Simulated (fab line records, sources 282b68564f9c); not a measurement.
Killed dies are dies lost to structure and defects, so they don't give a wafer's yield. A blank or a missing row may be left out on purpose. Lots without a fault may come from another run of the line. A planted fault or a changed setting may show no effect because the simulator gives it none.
fab line records | flow rit_cmos
record lots=8 wafers=24 last_day=7
route steps=202 shown ACTIVE@3 FOX2@27 NWELL@37 M1@194
lots that met no fault: from a run of the same line without faults
start_h: hours from the record's first day to the start of the lot's first wafer shown | wait_h: hours since the lot's step before | " the same as in the row above | L1.1+2: a row that stands for several wafers | - no value, or no start given | * or withheld: withheld | < > ~ a bound
route shown NAME@n: a module of which the file shows steps, and the number in the route of the first | usual: mean/standard deviation of fault-free wafers | same: alike in all rows | chamber/n: place in a boat | sites: the reading at each site | _std_site: their standard deviation | _edge_site: outer sites' mean less inner sites' | radius_mm: how far each site lies from the wafer's centre | mask NAME#n: copy n | behind: the tool/chamber that last shaped the wafer | hold: why the lot was held/for how many hours/how that ended | device: the transistor (n, p or np) that didn't switch | end of line: the same wafers' tests at the end of the route | a step without rows: its recipe alone | killed: dies lost to structure and defects at the first sort, not the wafer's yield | map: a wafer's dies, x killed, . not, _ none there
set.NAME: the setting as run; set.NAME@STEP: as run at that earlier step | model.NAME: the simulator's own value behind a step, which no gauge read
steps of the route over a sample of lots; a table a step, a row a wafer
services: from which hour (start_h, from the record's first day; less than 0 if before it) a tool's chamber was out of use, for how many hours, and why
## steps
# step RIT_ACTIVE_THK_MEAS_02
# recipe reads=SiO2_of_ACTIVE_OXIDATION_01
# usual ACTIVE_OXIDE_THK=47.5/0.85
# columns lot.wafer tool chamber start_h wait_h ACTIVE_OXIDE_THK[nm]
L659.2 film_metro-04 - 12.06 0.0 47.1
L659.4 " - " " 45.5
L659.5 " - " " 45.7
L660.1 film_metro-02 - 17.08 0.0 48.1
L660.4 " - " " 48.3
L660.6 " - " " 48.7
L661.1 film_metro-04 - 22.59 0.0 46.9
L661.4 " - " " 46.6
L661.6 " - " " 47.2
L662.1 film_metro-02 - 27.05 0.0 48.3
L662.4 " - " " 47.8
L662.6 " - " " 47.6
L670.4 film_metro-04 - 67.08 0.0 49.5
L670.5 " - " " 50.5
L670.6 " - " " 50.2
L677.1 film_metro-02 - 102.05 0.0 47.7
L677.3 " - " " 48.4
L677.4 " - " " 48.4
L678.1 film_metro-02 - 107.05 0.0 47.6
L678.2 " - " " 47.1
L678.4 " - " " 46.9
L682.2 film_metro-02 - 127.06 0.0 48.3
L682.3 " - " " 48.2
L682.4 " - " " 47.4
# step RIT_FOX2_THK_MEAS_90
# recipe reads=SiO2_of_FOX2_OXIDATION_00
# usual FIELD_OXIDE_LEFT_1_THK=326/6.5
# columns lot.wafer tool chamber start_h wait_h FIELD_OXIDE_LEFT_1_THK[nm]
L659.2 film_metro-04 - 19.34 0.0 318
L659.4 " - " " 321
L659.5 " - " " 325
L660.1 film_metro-02 - 25.44 0.0 322
L660.4 " - " " 323
L660.6 " - " " 320
L661.1 film_metro-02 - 30.56 0.0 324
L661.4 " - " " 330
L661.6 " - " " 336
L662.1 film_metro-02 - 34.50 0.0 325
L662.4 " - " " 324
L662.6 " - " " 329
L670.4 film_metro-04 - 74.35 0.0 343
L670.5 " - " " 335
L670.6 " - " " 334
L677.1 film_metro-01 - 110.23 0.0 334
L677.3 " - " " 339
L677.4 " - " " 338
L678.1 film_metro-02 - 115.32 0.0 329
L678.2 " - " " 329
L678.4 " - " " 329
L682.2 film_metro-02 - 134.27 0.0 314
L682.3 " - " " 318
L682.4 " - " " 319
# step RIT_NWELL_STRIP_09
# recipe chemistry=O2 time_s=180 resist=NOVOLAK platen_temp_c=withheld power_w=500 pressure_mtorr=4000 o2_flow_sccm=4000
# usual drypump_motor_current_A=5.6/0.52
# columns lot.wafer tool chamber start_h wait_h drypump_motor_current_A rf_hours_counter_h
L659.2 plasma_asher-01 0 20.71 0.1 5.6 39
L659.4 " 0 " " 5.6 -
L659.5 " 0 " " 5.6 -
L660.1 plasma_asher-04 1 26.82 0.1 5.6 26
L660.4 " 0 " " 5.2 -
L660.6 " 1 " " 5.6 -
L661.1 plasma_asher-02 0 32.01 0.1 6.3 31
L661.4 " 0 " " 6.3 -
L661.6 " 1 " " 4.9 -
L662.1 plasma_asher-02 1 35.87 0.1 4.9 32
L662.4 " 0 " " 6.3 -
L662.6 " 1 " " 4.9 -
L670.4 plasma_asher-02 0 75.75 0.1 6.3 -
L670.5 " 0 " " 6.3 -
L670.6 " 1 " " 4.8 -
L677.1 plasma_asher-01 0 111.60 0.1 5.6 47
L677.3 " 0 " " 5.6 -
L677.4 " 1 " " 5.6 -
L678.1 plasma_asher-01 1 116.70 0.1 5.6 48
L678.2 " 0 " " 5.6 48
L678.4 " 1 " " 5.7 -
L682.2 plasma_asher-02 1 135.63 0.1 4.9 2
L682.3 " 1 " " 4.9 -
L682.4 " 0 " " 6.3 -
# step RIT_M1_OVL_MEAS_10
# usual M1_OVL=-0.4/1.6
# columns lot.wafer tool chamber start_h wait_h M1_OVL[nm]
L659.2 overlay-01 - 53.90 0.1 -1.1
L659.4 " - " " -0.7
L659.5 " - " " 0.5
L660.1 overlay-01 - 61.43 0.1 -1.4
L660.4 " - " " -0.3
L660.6 " - " " -0.3
L661.1 overlay-02 - 65.75 0.1 0.2
L661.4 " - " " -0.1
L661.6 " - " " 1.0
L662.1 overlay-02 - 70.63 0.1 3.6
L662.4 " - " " 3.0
L662.6 " - " " 3.1
L670.4 overlay-02 - 109.37 0.1 -0.5
L670.5 " - " " 0.2
L670.6 " - " " -0.2
L677.1 overlay-02 - 144.65 0.1 -1.5
L677.3 " - " " 0.6
L677.4 " - " " -1.1
L678.1 overlay-01 - 149.91 0.1 -3.3
L678.2 " - " " -3.6
L678.4 " - " " -5.0
L682.2 overlay-01 - 172.04 0.1 1.0
L682.3 " - " " -0.4
L682.4 " - " " 0.7
# step RIT_M1_PROBE_99
# usual killed_at_contacts=0.1/0.27 killed_at_front_end=7.2/2.9 killed_dies=7.3/2.9 killed_open=3.6/1.9 killed_short=3.8/1.9
# same gross_dies=264 killed_at_M0_to_M3=0 killed_at_M4_up=0 killed_at_back_side=0 killed_at_other=0
# columns lot.wafer tool chamber start_h wait_h killed_at_contacts killed_at_front_end killed_dies killed_open killed_short
L659.2 prober-02 - 59.96 0.1 0 3 3 1 2
L659.4 prober-02 - 60.06 0.2 0 7 7 4 3
L659.5 prober-02 - 60.11 0.2 0 8 8 5 3
L660.1 prober-01 - 65.99 0.1 0 5 5 2 3
L660.4 prober-01 - 66.14 0.2 1 8 9 5 4
L660.6 prober-01 - 66.24 0.2 0 6 6 2 4
L661.1 prober-01 - 68.76 0.1 0 9 9 5 4
L661.4 prober-01 - 68.91 0.2 0 8 8 3 5
L661.6 prober-01 - 69.01 0.2 0 10 10 5 5
L662.1 prober-02 - 73.56 0.1 0 12 12 5 7
L662.4 prober-02 - 73.71 0.2 0 6 6 3 3
L662.6 prober-02 - 73.81 0.2 0 8 8 4 4
L670.4 prober-02 - 112.06 0.2 1 9 10 5 5
L670.5 prober-02 - 112.11 0.2 0 7 7 3 4
L670.6 prober-02 - 112.16 0.2 0 7 7 4 3
L677.1 prober-01 - 147.22 0.1 0 11 11 9 2
L677.3 prober-01 - 147.32 0.2 0 10 10 2 8
L677.4 prober-01 - 147.37 0.2 0 10 10 4 6
L678.1 prober-02 - 152.46 0.1 0 9 9 3 6
L678.2 prober-02 - 152.51 0.1 0 10 10 3 7
L678.4 prober-02 - 152.61 0.2 0 16 16 5 11
L682.2 prober-02 - 174.79 0.1 0 6 6 3 3
L682.3 prober-02 - 174.84 0.2 0 12 12 5 7
L682.4 prober-02 - 174.89 0.2 0 7 7 4 3
# killed by level:class
L659.2 GATE:geometric_particle:short=1 GATE:geometric_particle:open=1 REOX:geometric_particle:short=1
L659.4 REOX:geometric_particle:short=2 FOX1:geometric_particle:open=1 GATE:geometric_particle:open=1 GATE:geometric_particle:short=1 REOX:geometric_particle:open=1 SILICIDE:geometric_particle:open=1
L659.5 REOX:geometric_particle:open=3 FOX1:geometric_particle:short=1 FOX2:geometric_particle:open=1 GATE:geometric_particle:open=1 GATE:geometric_particle:short=1 REOX:geometric_particle:short=1
L660.1 FOX1:geometric_particle:open=1 FOX1:geometric_particle:short=1 FOX2:geometric_particle:open=1 GATE:geometric_particle:short=1 SPACER:geometric_particle:short=1
L660.4 GATE:geometric_particle:open=2 FOX2:geometric_particle:open=1 GATE:geometric_particle:short=1 REOX:geometric_particle:short=1 SPACER:geometric_particle:short=1 SPACER:geometric_particle:open=1 SILICIDE:geometric_particle:open=1 CONTACT:geometric_particle:short=1
L660.6 GATE:geometric_particle:short=3 GATE:geometric_particle:open=2 SPACER:geometric_particle:short=1
L661.1 FOX1:geometric_particle:open=3 GATE:geometric_particle:open=2 SPACER:geometric_particle:short=2 GATE:geometric_particle:short=1 REOX:geometric_particle:short=1
L661.4 GATE:geometric_particle:short=3 FOX1:geometric_particle:open=1 GATE:geometric_particle:open=1 REOX:geometric_particle:short=1 SILICIDE:geometric_particle:open=1 SILICIDE:geometric_particle:short=1
L661.6 REOX:geometric_particle:short=3 ACTIVE:geometric_particle:short=1 FOX1:geometric_particle:open=1 GATE:geometric_particle:open=1 GATE:geometric_particle:short=1 REOX:geometric_particle:open=1 SPACER:geometric_particle:open=1 SILICIDE:geometric_particle:open=1
L662.1 REOX:geometric_particle:short=4 GATE:geometric_particle:short=3 SILICIDE:geometric_particle:open=3 FOX1:geometric_particle:open=1 GATE:geometric_particle:open=1
L662.4 GATE:geometric_particle:short=2 GATE:geometric_particle:open=2 REOX:geometric_particle:short=1 REOX:geometric_particle:open=1
L662.6 GATE:geometric_particle:open=2 GATE:geometric_particle:short=2 FOX1:geometric_particle:short=1 SPACER:geometric_particle:open=1 SILICIDE:geometric_particle:short=1 SILICIDE:geometric_particle:open=1
L670.4 GATE:geometric_particle:short=3 REOX:geometric_particle:open=2 FOX2:geometric_particle:open=1 REOX:geometric_particle:short=1 SPACER:geometric_particle:short=1 SILICIDE:geometric_particle:open=1 CONTACT:geometric_particle:open=1
L670.5 FOX1:geometric_particle:short=2 ACTIVE:geometric_particle:open=1 GATE:geometric_particle:short=1 REOX:geometric_particle:open=1 SPACER:geometric_particle:short=1 SPACER:geometric_particle:open=1
L670.6 REOX:geometric_particle:short=2 REOX:geometric_particle:open=2 GATE:geometric_particle:open=1 GATE:geometric_particle:short=1 SPACER:geometric_particle:open=1
L677.1 GATE:geometric_particle:open=2 REOX:geometric_particle:open=2 SPACER:geometric_particle:open=2 SILICIDE:geometric_particle:open=2 FOX1:geometric_particle:open=1 FOX2:geometric_particle:short=1 SPACER:geometric_particle:short=1
L677.3 REOX:geometric_particle:short=4 SPACER:geometric_particle:short=2 FOX2:geometric_particle:open=1 FOX2:geometric_particle:short=1 GATE:geometric_particle:short=1 REOX:geometric_particle:open=1
L677.4 GATE:geometric_particle:short=3 FOX1:geometric_particle:short=2 SILICIDE:geometric_particle:open=2 FOX1:geometric_particle:open=1 FOX2:geometric_particle:open=1 SILICIDE:geometric_particle:short=1
L678.1 GATE:geometric_particle:open=2 GATE:geometric_particle:short=2 FOX1:geometric_particle:short=1 FOX2:geometric_particle:short=1 REOX:geometric_particle:short=1 SPACER:geometric_particle:short=1 SILICIDE:geometric_particle:open=1
L678.2 FOX2:geometric_particle:short=3 FOX1:geometric_particle:open=1 FOX1:geometric_particle:short=1 GATE:geometric_particle:short=1 GATE:geometric_particle:open=1 REOX:geometric_particle:short=1 SPACER:geometric_particle:short=1 SILICIDE:geometric_particle:open=1
L678.4 GATE:geometric_particle:short=6 GATE:geometric_particle:open=3 FOX2:geometric_particle:short=2 SILICIDE:geometric_particle:short=2 FOX1:geometric_particle:short=1 FOX2:geometric_particle:open=1 SILICIDE:geometric_particle:open=1
L682.2 FOX2:geometric_particle:short=2 FOX2:geometric_particle:open=1 GATE:geometric_particle:open=1 REOX:geometric_particle:short=1 SILICIDE:geometric_particle:open=1
L682.3 GATE:geometric_particle:short=3 GATE:geometric_particle:open=2 SPACER:geometric_particle:short=2 SPACER:geometric_particle:open=2 FOX1:geometric_particle:open=1 FOX1:geometric_particle:short=1 SILICIDE:geometric_particle:short=1
L682.4 GATE:geometric_particle:open=3 FOX1:geometric_particle:short=2 GATE:geometric_particle:short=1 REOX:geometric_particle:open=1
## services
# columns tool chamber start_h hours kind
plasma_asher-01 - 27.66 2.8 pm
plasma_asher-01 - 31.34 1.6 repair
plasma_asher-01 - 83.32 14.6 pm
plasma_asher-02 - 108.75 9.0 pm
plasma_asher-02 0 108.75 9.0 vent_cycle
plasma_asher-02 1 108.75 9.0 vent_cycle
plasma_asher-02 - 117.75 2.8 pm
plasma_asher-02 0 117.75 - clean
plasma_asher-02 1 117.75 - clean
## key
first_sign step=RIT_ACTIVE_THK_MEAS_02 reading=ACTIVE_OXIDE_THK direction=up sigmas=2.9 usual=47.5 struck=50.0
effect none on later readings
met_at RIT_ACTIVE_THK_MEAS_02
struck_lots L670
tester_left_out L670
not_acting_at RIT_FOX2_THK_MEAS_90,RIT_NWELL_STRIP_09,RIT_M1_OVL_MEAS_10
onset_between 22.59 67.08
fault kind=metrology_matching_offset tool=film_metro-04 chamber=- onset_h=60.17 steps=RIT_ACTIVE_THK_MEAS_02 param=thk_nm offset=2.5693
# tester_left_out: of these lots the tester's yield and bins aren't shown, on N5 and GAA mostly nor the transistor test; their killed dies are dies lost to structure and defects alone, not to doping, threshold or leakage, so they don't give the yield
